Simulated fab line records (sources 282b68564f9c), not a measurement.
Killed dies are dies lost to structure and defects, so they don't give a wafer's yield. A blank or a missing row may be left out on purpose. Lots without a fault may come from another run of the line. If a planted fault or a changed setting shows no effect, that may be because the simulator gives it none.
Struck lot and sound lot, side by side :: flow ritCmos :: 30 steps out of a route of 202
Sound: the wafers L946.3, L946.4, L946.5. Struck: wafer L951.6 (L951.2, L951.5, from the same lot, were not struck and are left out); the cause is given at the end.
Each step with rows lists, per side, the tool, then ch with its chambers, then its first start. Under that, the readings that differ: sound wafers :: struck wafers :: difference of the means :: sigmas: that difference in standard deviations of wafers without a fault.
alike: readings whose means differ by less than 2 such deviations, and words and numbers that are the same on both sides. not compared: withheld readings, readings that some wafer has no value for, bounds like >300 that may hide the same value, and numbers for which the record gives no deviation and whose values overlap.
A row with sigmas, a row that says differs or no value, or rows on one side alone: a step with any of these is where the two part. Non-overlapping numbers with no deviation appear without sigmas and do not part them. A reading that every wafer of one side lacks parts them only if that side has two wafers or more.

first, 6 steps without rows for these wafers: RIT_SDANNEAL_RTA_03 (time 5 s); RIT_SILICIDE_WET_ETCH_00 (etches SiO2 in BOE, target depth 14 nm, time 15 s); RIT_SILICIDE_SPUTTER_01 (material Ti, target thk 30 nm, time 240 s); RIT_SILICIDE_RTA_04 (time 10 s, ramp up 5 s, ramp down 5 s); RIT_SILICIDE_WET_ETCH_05 (etches Ti in SPM, time 120 s); RIT_SILICIDE_RTA_06 (time 10 s, ramp up 5 s, ramp down 10 s).
RIT_CONTACT_CVD_00: deposits SiO2 from TEOS, target thk 400 nm, time 61 s.
  sound on pecvd-04 ch 1,2, day 4 03:43; struck on pecvd-04 ch 0, day 5 04:34
reading: model.SiO2_of_CONTACT_CVD_00.thkNm (nm)
sound: 398 402.8 403.5
struck: 263
difference: -138
sigmas: 
  alike: heaterPowerW
RIT_CONTACT_THK_MEAS_01:
  sound on filmMetro-04, day 4 03:47; struck on filmMetro-04, day 5 04:37
reading: CONTACT_TEOS_THK (nm)
sound: 398 403 404
struck: 263
difference: -139
sigmas: -25
then, 7 steps without rows for these wafers: RIT_CONTACT_HMDS_02 (prime time 60 s); RIT_CONTACT_COAT_03 (resist thk 1000 nm); RIT_CONTACT_SOFTBAKE_04 (time 60 s); RIT_CONTACT_EXPOSE_05 (exposes mask M11, target cd 1000 nm); RIT_CONTACT_PEB_06; RIT_CONTACT_DEVELOP_07 (develop time 120 s); RIT_CONTACT_HARDBAKE_10 (time 60 s).
RIT_CONTACT_ETCH_11: etches SiO2 in CHF3/CF4/Ar, stops on TiSi2, target depth 480 nm, time 320 s.
  sound on rieDiel-01 ch 1,3, day 4 05:14; struck on rieDiel-02 ch 0, day 5 05:56
reading: model.CONTACT.featureDepthNm (nm)
sound: 398 402.8 403.5
struck: 263
difference: -138
sigmas: 

reading: model.etch.depthNm (nm)
sound: 398 402.8 403.5
struck: 263
difference: -138
sigmas: 
  alike: drypumpMotorCurrentA, mfcArSccm, oesProductAu, throttleValvePct
  not compared: rfHoursCounterH
then, 11 steps without rows for these wafers: RIT_CONTACT_STRIP_12 (strips in O2, time 180 s); RIT_CONTACT_CLEAN_13 (cleans in SC1, time 600 s); RIT_CONTACT_CLEAN_14 (cleans in SC2, time 600 s); RIT_M1_SPUTTER_00 (material Al, target thk 400 nm, time 500 s); RIT_M1_HMDS_03 (prime time 60 s); RIT_M1_COAT_04 (resist thk 1300 nm); RIT_M1_SOFTBAKE_05 (time 60 s); RIT_M1_EXPOSE_06 (exposes mask M12, target cd 2600 nm); RIT_M1_PEB_07; RIT_M1_DEVELOP_08 (develop time 68 s); RIT_M1_HARDBAKE_11 (time 120 s).
RIT_M1_METAL_ETCH_12: etches Al in Cl2/BCl3, stops on SiO2, time 165 s, target depth 600 nm.
  sound on rieMetal-02 ch 0,1, day 4 07:56; struck on rieMetal-01 ch 1, day 5 08:35
reading: model.SiO2_of_CONTACT_CVD_00.thkNm (nm)
sound: 362.1 365.5 367.4
struck: 225.2
difference: -139.8
sigmas: 
  alike: bcl3FlowSccm, drypumpMotorCurrentA, oesProductAu, throttleValvePct
  not compared: rfHoursCounterH
then, 1 step without rows for these wafers: RIT_M1_STRIP_13 (strips in nmp, time 600 s).
RIT_M1_PROBE_99:
  sound on prober-01, day 4 10:13; struck on prober-02, day 5 11:16
reading: model.etest.fieldPMetal.vtV (V)
sound: -30.32 -31.11 -31.74
struck: -21.83
difference: +9.23
sigmas: 

reading: model.etest.nmos_0p15.junctionLog10AUm
sound: -13.54 -13.49 -13.64
struck: -12.12
difference: +1.44
sigmas: 

reading: model.etest.nmosNarrow.offLog10AUm
sound: -13.22 -13.33 -13.09
struck: -12.09
difference: +1.12
sigmas: 

reading: model.etest.nmos_0p3.offLog10AUm
sound: -13.14 -13 -13.01
struck: -12.08
difference: +0.97
sigmas: 

reading: model.etest.gateEndArray.leakLog10AUm
sound: -12.94 -12.84 -12.78
struck: -11.91
difference: +0.94
sigmas: 

reading: model.etest.contactDiodeArray.leakLog10A (angstrom)
sound: -9.503 -9.578 -9.54
struck: -8.75
difference: +0.79
sigmas: 

reading: model.etest.pmos_0p15.junctionLog10AUm
sound: -13.89 -13.71 -13.84
struck: -13.04
difference: +0.77
sigmas: 

reading: model.etest.antennaContact.gateLog10ACm2
sound: -6.012 -6.161 -5.874
struck: -5.799
difference: +0.217
sigmas: 
  alike: killedAtFrontEnd, killedDies, killedOpen, killedShort

WHERE THEY PART
RIT_CONTACT_THK_MEAS_01 only, going by this record. Later steps at which nothing parts them and some readings are alike: RIT_CONTACT_ETCH_11, RIT_M1_METAL_ETCH_12, RIT_M1_PROBE_99.

WHY: what the simulator had put in
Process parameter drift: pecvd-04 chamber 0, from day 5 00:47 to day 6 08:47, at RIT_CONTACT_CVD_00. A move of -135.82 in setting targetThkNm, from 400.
